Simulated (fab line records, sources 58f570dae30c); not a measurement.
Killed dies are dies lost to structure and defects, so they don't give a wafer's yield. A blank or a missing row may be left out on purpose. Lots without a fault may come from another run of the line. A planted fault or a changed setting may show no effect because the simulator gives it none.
A struck lot beside a sound one | flow berkeley_cmos170 | 15 steps out of a route of 331
Sound: wafers L961.3, L961.4, L961.6. Struck: wafers L955.2, L955.4, L955.6. The cause comes at the end.
At each step with rows: each side's tool, then ch and its chambers, then its first start. Under that, the readings that differ: sound wafers | struck wafers | difference of the means | sigmas: that difference in standard deviations of wafers without a fault.
alike: readings whose means differ by less than 2 such deviations, and words and numbers that are the same on both sides. not compared: withheld readings, readings that some wafer has no value for, bounds like >300 that may hide the same value, and numbers for which the record gives no deviation and whose values overlap.
The two part at a step that has a row with sigmas, a row that says differs or no value, or rows on one side only. Numbers that don't overlap but have no deviation are shown without sigmas and don't part them. A reading that every wafer of one side lacks parts them only if that side has two wafers or more.

UCB170_V1_CMP_02: polishes SiO2.
  sound on cmp-02 ch 0,3, day 8 01:04; struck on cmp-01 ch 0,1,2, day 7 20:08
  alike: motor_current_A
UCB170_V1_BOW_MEAS_03:
  sound on film_metro-01, day 8 01:22; struck on film_metro-01, day 7 20:28
  alike: V1_BOW
UCB170_V1_THK_MEAS_04:
  sound on film_metro-01, day 8 01:28; struck on film_metro-01, day 7 20:34
  alike: V1_POLISHED_THK
then, 7 steps without rows for these wafers: UCB170_V1_CLEAN_05 (cleans in DIW); UCB170_V1_HMDS_06 (prime time 60 s); UCB170_V1_COAT_07 (resist thk 900 nm); UCB170_V1_SOFTBAKE_08 (time 60 s); UCB170_V1_EXPOSE_09 (exposes mask VIA1, target cd 700 nm); UCB170_V1_PEB_10; UCB170_V1_DEVELOP_11 (develop time 45 s).
UCB170_V1_CD_MEAS_12: target cd 700 nm.
  sound on cd_sem-01, day 8 03:01; struck on cd_sem-01, day 7 22:25
  alike: cd_nm
UCB170_V1_OVL_MEAS_13:
  sound on overlay-02, day 8 03:06; struck on overlay-01, day 7 22:31
  alike: V1_OVL
UCB170_V1_ETCH_14: etches SiO2 in CHF3/CF4/Ar, stops on Al, target depth 1250 nm, time 291 s.
  sound on rie_diel-03 ch 1,2,3, day 8 03:08; struck on rie_diel-02 ch 1,3, day 7 22:33
  no value came back on the struck wafers for any of 5 readings (CHF3_flow_sccm (sccm), cf4_flow_sccm (sccm) and others); on the sound wafers CHF3_flow_sccm (sccm) reads 45.02 45.22 44.89
  reading                             | sound           | struck          | difference | sigmas
  model.KrF_of_V1_COAT_07.thk_nm (nm) | 609.6 603.8 608 | 888.4 886.5 889 | +280.8     |
  not compared: rf_hours_counter_h
UCB170_V1_STRIP_15: strips in O2.
  sound on plasma_asher-02 ch 0,1, day 8 03:20; struck on plasma_asher-03 ch 0,1, day 7 22:44
  reading                      | sound             | struck            | difference | sigmas
  oes_product_au (a.u.)        | 0.721 0.730 0.719 | 0.744 0.736 0.736 | +0.015     | +3
  strip_time_to_endpoint_s (s) | 15.29 15.18 15.27 | 21.70 21.65 21.71 | +6.44      | +64
  alike: drypump_motor_current_A
  not compared: rf_hours_counter_h
UCB170_V1_CD_MEAS_90: target cd 700 nm.
  sound on cd_sem-01, day 8 03:26; struck on cd_sem-01, day 7 22:55
  reading    | sound             | struck | difference                    | sigmas
  cd_nm (nm) | 699.3 699.9 699.3 | - - -  | no value on the struck wafers |

WHERE THEY PART
First at UCB170_V1_ETCH_14; last, within this record, at UCB170_V1_CD_MEAS_90.

WHY: what the simulator had put in
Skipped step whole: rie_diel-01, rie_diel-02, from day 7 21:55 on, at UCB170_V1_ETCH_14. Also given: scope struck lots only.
